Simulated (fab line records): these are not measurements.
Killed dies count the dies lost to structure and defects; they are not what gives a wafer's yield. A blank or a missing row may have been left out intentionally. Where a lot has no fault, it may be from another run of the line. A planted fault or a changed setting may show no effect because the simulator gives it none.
One fault seen from 2 desks ; flow rit cmos ; each desk has only its own numbers; what lay behind them comes last

== DESK OF THE TOOL OWNER: rie diel-02 ==
The tool's own readings at RIT_CONTACT_ETCH_11 (etches SiO2 in CHF3/CF4/Ar, stops on TiSi2, target depth 480 nm, time 320 s): means of the sampled wafers that have a number, for each lot that ran on this tool. A lot is out of limits, marked OUT, if its mean lies more than 4 standard deviations from the usual mean; the brackets give that distance.
Columns: A = drypump motor current A at RIT_CONTACT_ETCH_11, usual 5.9 A; B = oes product au at RIT_CONTACT_ETCH_11, usual 0.985 a.u.; C = throttle valve pct at RIT_CONTACT_ETCH_11, usual 8.88 %
lot;first seen here;A;B;C
L784;day 5 09:49;5.9;0.983;8.94
L788;day 6 04:04;5.9;0.979;8.74
L789;day 6 19:13;6.2;0.969;8.83
This desk's verdict: no lot among the 3 shows anything out of limits.

== METROLOGY DESK ==
What the gauges read, lot by lot, whatever tool the lot ran on: means of the sampled wafers that have a number. A lot is out of limits, marked OUT, if its mean lies more than 4 standard deviations from the usual mean; the brackets give that distance.
Columns: A = CONTACT_TEOS_THK at RIT_CONTACT_THK_MEAS_01, usual 401 nm; B = cd nm at RIT_CONTACT_CD_MEAS_08, usual 998.9 nm; C = CONTACT_OVL at RIT_CONTACT_OVL_MEAS_09, usual -1.1 nm
lot;first seen here;A;B;C
L783;day 5 03:16;400;1000.7;-1.0
L784;day 5 08:29;402;997.1;-3.1
L788;day 6 02:37;401;996.7;-3.3
L789;day 6 17:46;404;994.3;-2.4
L796;day 8 07:21;403;1001.8;-1.3
L798;day 8 20:10;397;999.2;-1.7
This desk's verdict: no lot among the 6 shows anything out of limits.

== PUT TOGETHER ==
Nothing out of limits was seen by the tool owner's desk.
Metrology desk: nothing out of limits seen.

== WHAT WAS PUT IN BY THE SIMULATOR ==
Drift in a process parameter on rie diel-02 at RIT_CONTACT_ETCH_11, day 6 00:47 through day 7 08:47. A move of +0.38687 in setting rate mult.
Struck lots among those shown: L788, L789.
